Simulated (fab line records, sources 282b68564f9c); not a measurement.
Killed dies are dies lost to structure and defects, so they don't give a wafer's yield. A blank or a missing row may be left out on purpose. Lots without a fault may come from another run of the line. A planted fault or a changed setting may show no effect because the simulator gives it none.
A struck lot beside a sound one | flow rit_cmos | 27 steps out of a route of 202
Sound: wafers L659.3, L659.5, L659.6. Struck: wafer L668.6. (L668.1, L668.3 of the same lot were not struck and are left out.) The cause comes at the end.
At each step with rows: each side's tool, then ch and its chambers, then its first start. Under that, the readings that differ: sound wafers | struck wafers | difference of the means | sigmas: that difference in standard deviations of wafers without a fault.
alike: readings whose means differ by less than 2 such deviations, and words and numbers that are the same on both sides. not compared: withheld readings, readings that some wafer has no value for, bounds like >300 that may hide the same value, and numbers for which the record gives no deviation and whose values overlap.
The two part at a step that has a row with sigmas, a row that says differs or no value, or rows on one side only. Numbers that don't overlap but have no deviation are shown without sigmas and don't part them. A reading that every wafer of one side lacks parts them only if that side has two wafers or more.

first, 4 steps without rows for these wafers: RIT_CONTACT_SOFTBAKE_04 (time 60 s); RIT_CONTACT_EXPOSE_05 (exposes mask M11, target cd 1000 nm); RIT_CONTACT_PEB_06; RIT_CONTACT_DEVELOP_07 (develop time 120 s).
RIT_CONTACT_CD_MEAS_08: target cd 1000 nm.
  sound on cd_sem-01, day 3 08:46; struck on cd_sem-01, day 5 10:22
  alike: cd_nm
RIT_CONTACT_OVL_MEAS_09:
  sound on overlay-02, day 3 08:52; struck on overlay-01, day 5 10:29
  alike: CONTACT_OVL
then, 1 step without rows for these wafers: RIT_CONTACT_HARDBAKE_10 (time 60 s).
RIT_CONTACT_ETCH_11: etches SiO2 in CHF3/CF4/Ar, stops on TiSi2, target depth 480 nm, time 320 s.
  sound on rie_diel-01 ch 0,2,3, day 3 09:02; struck on rie_diel-01 ch 0, day 5 10:40
  alike: O2_flow_sccm, drypump_motor_current_A, oes_product_au, throttle_valve_pct
  not compared: rf_hours_counter_h
RIT_CONTACT_STRIP_12: strips in O2, time 180 s.
  sound on plasma_asher-03 ch 0,1, day 3 09:17; struck on plasma_asher-03 ch 0, day 5 10:52
  reading             | sound          | struck | difference | sigmas
  o2_flow_sccm (sccm) | 3989 3986 3976 | 4011   | +27        | +2
  alike: drypump_motor_current_A
  not compared: rf_hours_counter_h
RIT_CONTACT_CD_MEAS_90: target cd 1000 nm.
  sound on cd_sem-02, day 3 09:26; struck on cd_sem-01, day 5 11:02
  alike: cd_nm
then, 2 steps without rows for these wafers: RIT_CONTACT_CLEAN_13 (cleans in SC1, time 600 s); RIT_CONTACT_CLEAN_14 (cleans in SC2, time 600 s).
RIT_M1_SPUTTER_00: material Al, target thk 400 nm, time 500 s.
  sound on pvd_sputter-02, day 3 09:52; struck on pvd_sputter-03, day 5 11:31
  reading                               | sound                | struck | difference | sigmas
  cathode_dc_power_W (W)                | 2055.2 2054.9 2055.1 | 2054.0 | -1.1       | -3
  model.Al_of_M1_SPUTTER_00.thk_nm (nm) | 412.6 412.3 411.4    | 511.4  | +99.3      |
  alike: throttle_valve_pct
RIT_M1_RS_MEAS_01: measures by four-point-probe.
  sound on film_metro-04, day 3 10:12; struck on film_metro-01, day 5 11:49
  reading           | sound                | struck | difference | sigmas
  M1_AL_RS (ohm/sq) | 0.0712 0.0712 0.0713 | 0.0571 | -0.0141    | -19
RIT_M1_THK_MEAS_02: measures by xrf.
  sound on film_metro-04, day 3 10:18; struck on film_metro-01, day 5 11:56
  reading        | sound       | struck | difference | sigmas
  M1_AL_THK (nm) | 417 417 415 | 520    | +104       | +25
then, 6 steps without rows for these wafers: RIT_M1_HMDS_03 (prime time 60 s); RIT_M1_COAT_04 (resist thk 1300 nm); RIT_M1_SOFTBAKE_05 (time 60 s); RIT_M1_EXPOSE_06 (exposes mask M12, target cd 2600 nm); RIT_M1_PEB_07; RIT_M1_DEVELOP_08 (develop time 68 s).
RIT_M1_CD_MEAS_09: target cd 2600 nm.
  sound on cd_sem-02, day 3 11:16; struck on cd_sem-01, day 5 13:07
  reading    | sound                | struck | difference | sigmas
  cd_nm (nm) | 2599.4 2602.2 2602.1 | 2595.9 | -5.3       | -3
RIT_M1_OVL_MEAS_10:
  sound on overlay-01, day 3 11:21; struck on overlay-02, day 5 13:14
  reading     | sound          | struck | difference | sigmas
  M1_OVL (nm) | -1.8 -3.1 -2.1 | 1.3    | +3.6       | +2
then, 1 step without rows for these wafers: RIT_M1_HARDBAKE_11 (time 120 s).
RIT_M1_METAL_ETCH_12: etches Al in Cl2/BCl3, stops on SiO2, time 165 s, target depth 600 nm.
  sound on rie_metal-04 ch 0,1, day 3 11:41; struck on rie_metal-04 ch 1, day 5 13:32
  reading                | sound             | struck | difference | sigmas
  oes_product_au (a.u.)  | 0.798 0.790 0.806 | 0.906  | +0.108     | +10
  throttle_valve_pct (%) | 8.38 8.40 8.24    | 8.22   | -0.12      | -2
  alike: drypump_motor_current_A
  not compared: rf_hours_counter_h
then, 1 step without rows for these wafers: RIT_M1_STRIP_13 (strips in nmp, time 600 s).
RIT_M1_PROBE_99:
  sound on prober-01, day 3 14:38; struck on prober-01, day 5 17:27
  reading                                        | sound                      | struck    | difference | sigmas
  killed_open                                    | 8 4 1                      | 9         | +5         | +2
  model.etest.m1_comb_over_steps.leak_log10_a_um | -12.86 -12.77 -12.83       | -10.99    | +1.83      |
  model.etest.m1.rs_ohm_sq                       | 0.07019 0.07062 0.07043    | 0.05658   | -0.01383   |
  model.etest.antenna_m1.vt_shift_v (V)          | -0.01446 -0.01308 -0.01075 | -0.008131 | +0.004632  |
  alike: defect_limited_yield, killed_at_contacts, killed_at_front_end, killed_dies, killed_short

WHERE THEY PART
First at RIT_CONTACT_STRIP_12; last, within this record, at RIT_M1_PROBE_99.

WHY: what the simulator had put in
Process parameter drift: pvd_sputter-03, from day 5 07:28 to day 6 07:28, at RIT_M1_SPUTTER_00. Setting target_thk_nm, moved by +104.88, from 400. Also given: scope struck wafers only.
